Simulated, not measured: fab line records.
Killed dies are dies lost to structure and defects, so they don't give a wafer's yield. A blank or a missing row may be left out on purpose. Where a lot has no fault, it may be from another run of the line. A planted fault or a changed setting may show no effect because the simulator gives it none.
Which tool did it? :: flow ritCmos :: 14 lots with 42 wafers sampled at 5 steps, on a route of 202 steps

WHAT THE GAUGES READ, wafer by wafer
RIT_NWELL_OVL_MEAS_06.
lot: L891
measured: day 1 21:08
on: overlay-02
NWELL_OVL (nm): 0.7 0.4 0.5

lot: L892
measured: day 2 04:38
on: overlay-01
NWELL_OVL (nm): 1.8 0.7 -0.2

lot: L893
measured: day 2 07:37
on: overlay-01
NWELL_OVL (nm): 0.5 0.5 0.8

lot: L894
measured: day 2 12:08
on: overlay-01
NWELL_OVL (nm): 1.2 1.0 -0.1

lot: L895
measured: day 2 16:30
on: overlay-02
NWELL_OVL (nm): 1.7 2.6 3.0

lot: L896
measured: day 2 21:22
on: overlay-01
NWELL_OVL (nm): 4.4 0.0 2.0

lot: L897
measured: day 3 03:04
on: overlay-02
NWELL_OVL (nm): -1.4 -1.1 -0.2

lot: L898
measured: day 3 08:05
on: overlay-01
NWELL_OVL (nm): -0.3 -0.8 1.6

lot: L899
measured: day 3 13:29
on: overlay-01
NWELL_OVL (nm): 2.4 2.5 2.5

lot: L900
measured: day 3 18:22
on: overlay-02
NWELL_OVL (nm): 2.8 2.6 3.2

lot: L903
measured: day 4 08:17
on: overlay-02
NWELL_OVL (nm): 2.2 2.0 0.6

lot: L907
measured: day 5 04:20
on: overlay-01
NWELL_OVL (nm): 1.6 2.9 3.1

lot: L909
measured: day 5 20:35
on: overlay-02
NWELL_OVL (nm): 0.9 0.6 2.4

lot: L910
measured: day 5 22:10
on: overlay-01
NWELL_OVL (nm): 0.9 3.3 0.8

RIT_NLDD_TW_MEAS_10.
lot: L891
measured: day 2 18:39
on: filmMetro-02
NLDD_TW: 2482 2485 2466

lot: L892
measured: day 3 01:15
on: filmMetro-04
NLDD_TW: 2517 2513 2511

lot: L893
measured: day 3 04:37
on: filmMetro-03
NLDD_TW: 2504 2509 2508

lot: L894
measured: day 3 08:47
on: filmMetro-04
NLDD_TW: 2507 2485 2513

lot: L895
measured: day 3 14:17
on: filmMetro-03
NLDD_TW: 2506 2511 2504

lot: L896
measured: day 3 19:47
on: filmMetro-04
NLDD_TW: 2493 2515 2497

lot: L897
measured: day 3 23:40
on: filmMetro-04
NLDD_TW: 2511 2489 2502

lot: L898
measured: day 4 04:48
on: filmMetro-02
NLDD_TW: 2454 2467 2461

lot: L899
measured: day 4 11:26
on: filmMetro-03
NLDD_TW: 2463 2467 2468

lot: L900
measured: day 4 15:40
on: filmMetro-04
NLDD_TW: 2514 2518 2522

lot: L903
measured: day 5 06:14
on: filmMetro-02
NLDD_TW: 2471 2463 2462

lot: L907
measured: day 6 01:57
on: filmMetro-03
NLDD_TW: 30 30 29 30 30 30

lot: L909
measured: day 6 17:57
on: filmMetro-04
NLDD_TW: 30 30 30 30 30 30

lot: L910
measured: day 6 20:31
on: filmMetro-04
NLDD_TW: 2519 2513 2522

RIT_NSD_OVL_MEAS_06.
lot: L891
measured: day 2 23:38
on: overlay-01
NSD_OVL (nm): 1.8 1.7 2.2

lot: L892
measured: day 3 06:11
on: overlay-02
NSD_OVL (nm): 0.4 -0.1 0.9

lot: L893
measured: day 3 11:08
on: overlay-02
NSD_OVL (nm): 1.2 0.5 2.0

lot: L894
measured: day 3 16:05
on: overlay-02
NSD_OVL (nm): -2.5 -2.3 -4.3

lot: L895
measured: day 3 20:07
on: overlay-01
NSD_OVL (nm): 1.2 0.6 2.5

lot: L896
measured: day 4 00:57
on: overlay-02
NSD_OVL (nm): 2.7 1.0 0.6

lot: L897
measured: day 4 04:39
on: overlay-01
NSD_OVL (nm): 0.4 -0.4 1.2

lot: L898
measured: day 4 09:46
on: overlay-02
NSD_OVL (nm): -0.9 -2.2 -0.2

lot: L899
measured: day 4 16:25
on: overlay-02
NSD_OVL (nm): 1.2 0.3 0.1

lot: L900
measured: day 4 20:37
on: overlay-02
NSD_OVL (nm): 0.6 -2.1 -1.0

lot: L903
measured: day 5 11:29
on: overlay-02
NSD_OVL (nm): 0.1 0.8 2.5

lot: L910
measured: day 7 02:39
on: overlay-01
NSD_OVL (nm): -2.0 3.6 0.9

WHAT TOOL EACH LOT RAN ON (gives the tool, then ch and the chambers of the sampled wafers, and finally the start)
lot: L891
RIT_NLDD_DEVELOP_05: lithoTrack-01 ch 0, day 2 18:00
RIT_PLDD_STRIP_09: plasmaAsher-04 ch 0,1, day 2 19:56

lot: L892
RIT_NLDD_DEVELOP_05: lithoTrack-02 ch 0, day 3 00:00
RIT_PLDD_STRIP_09: plasmaAsher-02 ch 0,1, day 3 02:40

lot: L893
RIT_NLDD_DEVELOP_05: lithoTrack-03 ch 0, day 3 03:00
RIT_PLDD_STRIP_09: plasmaAsher-01 ch 0,1, day 3 05:59

lot: L894
RIT_NLDD_DEVELOP_05: lithoTrack-02 ch 0, day 3 08:00
RIT_PLDD_STRIP_09: plasmaAsher-02 ch 0,1, day 3 10:02

lot: L895
RIT_NLDD_DEVELOP_05: lithoTrack-01 ch 0, day 3 13:00
RIT_PLDD_STRIP_09: plasmaAsher-02 ch 0,1, day 3 15:31

lot: L896
RIT_NLDD_DEVELOP_05: lithoTrack-01 ch 0, day 3 19:00
RIT_PLDD_STRIP_09: plasmaAsher-02 ch 0,1, day 3 21:04

lot: L897
RIT_NLDD_DEVELOP_05: lithoTrack-03 ch 0, day 3 23:00
RIT_PLDD_STRIP_09: plasmaAsher-01 ch 0,1, day 4 00:55

lot: L898
RIT_NLDD_DEVELOP_05: lithoTrack-02 ch 0, day 4 04:00
RIT_PLDD_STRIP_09: plasmaAsher-02 ch 0,1, day 4 06:10

lot: L899
RIT_NLDD_DEVELOP_05: lithoTrack-03 ch 0, day 4 10:00
RIT_PLDD_STRIP_09: plasmaAsher-01 ch 0,1, day 4 12:48

lot: L900
RIT_NLDD_DEVELOP_05: lithoTrack-02 ch 0, day 4 15:00
RIT_PLDD_STRIP_09: plasmaAsher-04 ch 0,1, day 4 17:02

lot: L903
RIT_NLDD_DEVELOP_05: lithoTrack-01 ch 0, day 5 05:00
RIT_PLDD_STRIP_09: plasmaAsher-02 ch 0,1, day 5 07:29

lot: L907
RIT_NLDD_DEVELOP_05: lithoTrack-03 ch 0, day 6 01:00
RIT_PLDD_STRIP_09: -

lot: L909
RIT_NLDD_DEVELOP_05: lithoTrack-03 ch 0, day 6 17:00
RIT_PLDD_STRIP_09: -

lot: L910
RIT_NLDD_DEVELOP_05: lithoTrack-02 ch 0, day 6 19:00
RIT_PLDD_STRIP_09: plasmaAsher-04 ch 0,1, day 6 22:00
- RIT_NLDD_DEVELOP_05: develop time 50 s.
- RIT_PLDD_STRIP_09: strips in O2, time 180 s.

AS READ BY THE TOOLS THEMSELVES (means over the sampled wafers that have a number; for cases with no such wafer, the mark the record gives instead)
RIT_NLDD_DEVELOP_05.
lot: L891
tool: lithoTrack-01
chillPlateTempC (C): 22.87
resistLineTempC (C): 23.00

lot: L892
tool: lithoTrack-02
chillPlateTempC (C): 22.96
resistLineTempC (C): 23.04

lot: L893
tool: lithoTrack-03
chillPlateTempC (C): 22.93
resistLineTempC (C): 23.19

lot: L894
tool: lithoTrack-02
chillPlateTempC (C): 23.02
resistLineTempC (C): 23.02

lot: L895
tool: lithoTrack-01
chillPlateTempC (C): 22.93
resistLineTempC (C): 23.11

lot: L896
tool: lithoTrack-01
chillPlateTempC (C): 23.11
resistLineTempC (C): 22.98

lot: L897
tool: lithoTrack-03
chillPlateTempC (C): 22.96
resistLineTempC (C): 22.97

lot: L898
tool: lithoTrack-02
chillPlateTempC (C): 23.04
resistLineTempC (C): 22.92

lot: L899
tool: lithoTrack-03
chillPlateTempC (C): 23.07
resistLineTempC (C): 23.01

lot: L900
tool: lithoTrack-02
chillPlateTempC (C): 22.96
resistLineTempC (C): 22.85

lot: L903
tool: lithoTrack-01
chillPlateTempC (C): 23.05
resistLineTempC (C): 22.94

lot: L907
tool: lithoTrack-03
chillPlateTempC (C): 22.91
resistLineTempC (C): 23.09

lot: L909
tool: lithoTrack-03
chillPlateTempC (C): 23.06
resistLineTempC (C): 23.03

lot: L910
tool: lithoTrack-02
chillPlateTempC (C): 23.01
resistLineTempC (C): 22.87

RIT_PLDD_STRIP_09.
lot: L891
tool: plasmaAsher-04
drypumpMotorCurrentA (A): 5.2

lot: L892
tool: plasmaAsher-02
drypumpMotorCurrentA (A): 5.8

lot: L893
tool: plasmaAsher-01
drypumpMotorCurrentA (A): 5.9

lot: L894
tool: plasmaAsher-02
drypumpMotorCurrentA (A): 5.8

lot: L895
tool: plasmaAsher-02
drypumpMotorCurrentA (A): 5.8

lot: L896
tool: plasmaAsher-02
drypumpMotorCurrentA (A): 5.8

lot: L897
tool: plasmaAsher-01
drypumpMotorCurrentA (A): 5.9

lot: L898
tool: plasmaAsher-02
drypumpMotorCurrentA (A): 5.8

lot: L899
tool: plasmaAsher-01
drypumpMotorCurrentA (A): 5.9

lot: L900
tool: plasmaAsher-04
drypumpMotorCurrentA (A): 5.1

lot: L903
tool: plasmaAsher-02
drypumpMotorCurrentA (A): 5.8

lot: L910
tool: plasmaAsher-04
drypumpMotorCurrentA (A): 5.2

THE ANSWER, worked out from the rows above alone
Rule: usual is defined by the lots themselves. Put in order of their means at a reading, lots are off if they are a third of the lots or fewer, leave a main group of 4 or more, and stand apart from it by a gap of 3 or more times the standard deviation of the main group's means; of several such gaps the widest counts. The tables above print the reading to a certain number of digits; a main group whose means all agree to those digits is not used. Also off: a lot with no number at a reading for which 4 or more lots have one. Where the step has rows for the other lots, those lots are counted as sound. First the gauges in route order, then the tools' own readings, where a lot's mean is used as printed above. The first step at which some lot is off is used, and at that step the reading that is off furthest; a lot without a number counts as furthest.
Off: at RIT_NLDD_TW_MEAS_10 (NLDD_TW), L907, L909. The main group has a mean of 2495 with a standard deviation of 20.
A tool fits if, at a process step before that reading, it ran every lot that is off, and no sound lot after the first of them. The gauges at RIT_NLDD_TW_MEAS_10 are tried like those tools. One fits: lithoTrack-03 at RIT_NLDD_DEVELOP_05. Its last sound lot is L899 (day 4 10:00), its first lot that is off L907 (day 6 01:00): a fault that began between those two fits.

WHAT HAD BEEN PUT IN BY THE SIMULATOR
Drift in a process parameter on lithoTrack-03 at RIT_NLDD_DEVELOP_05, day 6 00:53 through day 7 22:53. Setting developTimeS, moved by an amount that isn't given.
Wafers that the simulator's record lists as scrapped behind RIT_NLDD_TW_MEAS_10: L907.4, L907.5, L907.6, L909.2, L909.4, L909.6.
Lots struck among those shown: L907, L909. The rule given above showed the same thing.
